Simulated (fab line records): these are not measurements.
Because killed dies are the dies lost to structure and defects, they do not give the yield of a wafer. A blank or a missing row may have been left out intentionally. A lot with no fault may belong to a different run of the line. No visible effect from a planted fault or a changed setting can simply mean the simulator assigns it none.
2 desks, one fault :: flow berkeley-cmos170 :: every desk sees just its own numbers, and what lay behind them comes last

## FROM THE METROLOGY DESK
What the gauges read, lot by lot, whatever tool the lot ran on: means of the sampled wafers that have a number. If a lot's mean is further than 4 standard deviations from the usual mean, the lot is out of limits and carries the mark OUT (the distance appears in the brackets).
Columns: A = NLDD_OVL at UCB170_NLDD_OVL_MEAS_07, usual -2 nm; B = cd-nm at UCB170_CONTACT_CD_MEAS_15, usual 699.5 nm; C = V1_POLISHED_THK at UCB170_V1_THK_MEAS_04, usual 999.7 nm
lot: L784
first seen here: day 6 04:33
A: -6
B: 700.0
C: 999.8

lot: L786
first seen here: day 6 11:31
A: -5
B: 700.8
C: 1000.3

lot: L789
first seen here: day 6 16:11
A: -10
B: 700.8
C: 1001.4

lot: L797
first seen here: day 9 07:53
A: 1
B: 697.4
C: 997.8

lot: L798
first seen here: day 9 07:58
A: 6
B: 700.5
C: 998.3

lot: L799
first seen here: day 9 22:30
A: -3
B: 698.2
C: 999.9

lot: L802
first seen here: day 10 06:16
A: 8
B: 699.1
C: 999.8

lot: L801
first seen here: day 10 06:44
A: -4
B: 701.4
C: 1000.0

lot: L803
first seen here: day 10 19:56
A: -2
B: 698.5
C: 999.0

lot: L805
first seen here: day 11 00:52
A: 1
B: 699.3
C: 1002.5

lot: L806
first seen here: day 11 01:07
A: 2
B: 699.9
C: 998.0

lot: L807
first seen here: day 12 00:47
A: -10
B: 700.0
C: 999.2
This desk found nothing out of limits on any of the 12 lots.

## FOR THE TOOL OWNER'S DESK: rie-diel-01
The tool's own readings at UCB170_NWELL_ETCH_13 (etches Si3N4 in CH3F/Ar/O2, stops on SiO2, target depth 246.4 nm, time 154 s): means of the sampled wafers that have a number, for each lot that ran on this tool. If a lot's mean is further than 4 standard deviations from the usual mean, the lot is out of limits and carries the mark OUT (the distance appears in the brackets).
Columns: A = CH3F_flow_sccm at UCB170_NWELL_ETCH_13, usual 20.00 sccm; B = O2_flow_sccm at UCB170_NWELL_ETCH_13, usual 6.999 sccm; C = drypump-motor-current-A at UCB170_NWELL_ETCH_13, usual 5.9 A; D = oes-product-au at UCB170_NWELL_ETCH_13, usual 0.943 a.u.; E = rf-fwd-power-W at UCB170_NWELL_ETCH_13, usual 448.1 W; F = throttle-valve-pct at UCB170_NWELL_ETCH_13, usual 8.02 %
lot: L786
first seen here: day 2 15:25
A: 20.00
B: 6.988
C: 5.9
D: 0.957
E: 447.4
F: 8.16

lot: L797
first seen here: day 5 01:11
A: 20.06
B: 7.000
C: 5.6
D: 0.943
E: 448.8
F: 8.08

lot: L799
first seen here: day 5 10:46
A: 19.99
B: 6.968
C: 5.4
D: 0.956
E: 449.1
F: 8.05

lot: L802
first seen here: day 6 00:04
A: 19.94
B: 7.002
C: 6.0
D: 0.931
E: 448.5
F: 8.11
This desk found nothing out of limits on any of the 4 lots.

## ALL TOGETHER
The metrology desk saw nothing out of limits.
The desk of the tool owner found nothing out of limits.

## WHAT WAS PUT IN BY THE SIMULATOR
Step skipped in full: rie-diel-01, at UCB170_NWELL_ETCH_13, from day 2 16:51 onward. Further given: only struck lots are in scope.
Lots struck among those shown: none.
